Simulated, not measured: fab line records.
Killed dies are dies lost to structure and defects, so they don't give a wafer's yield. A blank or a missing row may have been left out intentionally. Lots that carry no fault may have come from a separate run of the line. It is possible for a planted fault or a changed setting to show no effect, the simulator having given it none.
The tool behind it: which one? ; flow berkeley_cmos170 ; 14 lots, 42 wafers sampled, at 2 steps of a route of 331

WHAT THE GAUGES READ, wafer by wafer
UCB170_GATE_CD_MEAS_12: the cd target is 350 nm. Usual: cd_nm at 350.1 nm, with a standard deviation of 1.4.
lot;measured;on;cd_nm (nm);flag
L844;day 5 10:34;cd_sem-02;351.4 349.9 350.2;
L845;day 6 07:26;cd_sem-02;349.6 349.4 350.8;
L847;day 6 16:20;cd_sem-01;351.1 350.9 351.5;
L846;day 6 16:59;cd_sem-02;352.7 352.0 350.4;
L849;day 6 19:23;cd_sem-01;350.7 352.5 351.7;
L851;day 7 19:17;cd_sem-01;350.6 351.2 351.7;
L853;day 8 03:06;cd_sem-01;430.7 431.5 430.5;OFF
L858;day 8 19:58;cd_sem-01;432.4 432.5 433.4;OFF
L860;day 9 16:27;cd_sem-02;352.4 352.9 351.9;
L861;day 9 22:45;cd_sem-01;351.2 351.0 351.8;
L862;day 10 07:41;cd_sem-02;347.8 350.0 349.9;
L863;day 10 07:47;cd_sem-01;351.5 350.2 351.0;
L864;day 10 12:55;cd_sem-01;350.1 350.8 349.4;
L866;day 10 20:28;cd_sem-01;349.9 350.5 349.8;

WHICH TOOL RAN EACH LOT (tool, then ch and the chambers of the sampled wafers, then the start)
lot;UCB170_GATE_PEB_10
L844;litho_track-02 ch 0, day 5 10:17
L845;litho_track-02 ch 0, day 6 07:10
L847;litho_track-02 ch 0, day 6 16:04
L846;litho_track-01 ch 0, day 6 16:43
L849;litho_track-01 ch 0, day 6 19:07
L851;litho_track-02 ch 0, day 7 19:01
L853;litho_track-02 ch 0, day 8 02:49
L858;litho_track-02 ch 0, day 8 19:37
L860;litho_track-03 ch 0, day 9 16:11
L861;litho_track-01 ch 0, day 9 22:29
L862;litho_track-03 ch 0, day 10 07:25
L863;litho_track-01 ch 0, day 10 07:30
L864;litho_track-01 ch 0, day 10 12:39
L866;litho_track-01 ch 0, day 10 20:08
- UCB170_GATE_PEB_10

WHAT THE TOOLS THEMSELVES READ (means of the sampled wafers that have a number; where no wafer has one, the mark that the record gives instead)
UCB170_GATE_PEB_10. Usual: heater_power_total_W 57.04 W, standard deviation 0.049; plate_temp_C 130.03 C, standard deviation 0.15.
lot;tool;heater_power_total_W (W);plate_temp_C (C);flag
L844;litho_track-02;57.03;130.07;
L845;litho_track-02;57.04;130.20;
L847;litho_track-02;57.01;129.92;
L846;litho_track-01;57.07;129.94;
L849;litho_track-01;57.07;129.89;
L851;litho_track-02;57.06;129.81;
L853;litho_track-02;52.05;121.37;OFF
L858;litho_track-02;52.10;121.29;OFF
L860;litho_track-03;57.08;130.20;
L861;litho_track-01;57.04;130.05;
L862;litho_track-03;57.06;130.00;
L863;litho_track-01;57.10;129.84;
L864;litho_track-01;57.02;130.02;
L866;litho_track-01;57.03;129.93;

THE ANSWER, worked out from the rows above alone
Rule: a lot counts as off when the mean over its wafers that have a number is more than 3 standard deviations away from the usual mean. A lot without any number at a reading at which 4 lots or more have one is off too. All remaining lots with rows at the step are treated as sound. First the gauges in route order, then the tools' own readings, where a lot's mean is used as printed above. The first step at which some lot is off is used, and at that step the reading that is off furthest; a lot without a number counts as furthest.
Off: L853, L858, at UCB170_GATE_CD_MEAS_12 (cd_nm).
If a tool, at a process step before that reading, ran all the lots that are off and no sound lot after the first of them, it fits. The gauges at UCB170_GATE_CD_MEAS_12 aren't tried: what is off there is off at UCB170_GATE_PEB_10 too, on other tools, and a gauge's error can't cause that. One fits: UCB170_GATE_PEB_10 on litho_track-02. A fault onset in the window from L851 (day 7 19:01, its last sound lot) to L853 (day 8 02:49, its first lot off) fits.
The tool's own readings at UCB170_GATE_PEB_10 bear it out: on the lots that are off they differ by more than 5 times the standard deviation of the sound lots' means. heater_power_total_W reads 52.08 W there against 57.05 W on the sound lots; plate_temp_C reads 121.33 C there against 129.99 C on the sound lots.

WHAT THE SIMULATOR PUT IN
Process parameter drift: litho_track-02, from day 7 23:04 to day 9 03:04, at UCB170_GATE_PEB_10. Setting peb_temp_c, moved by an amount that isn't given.
Struck lots among those shown: L853, L858. The same result came from the rule above.
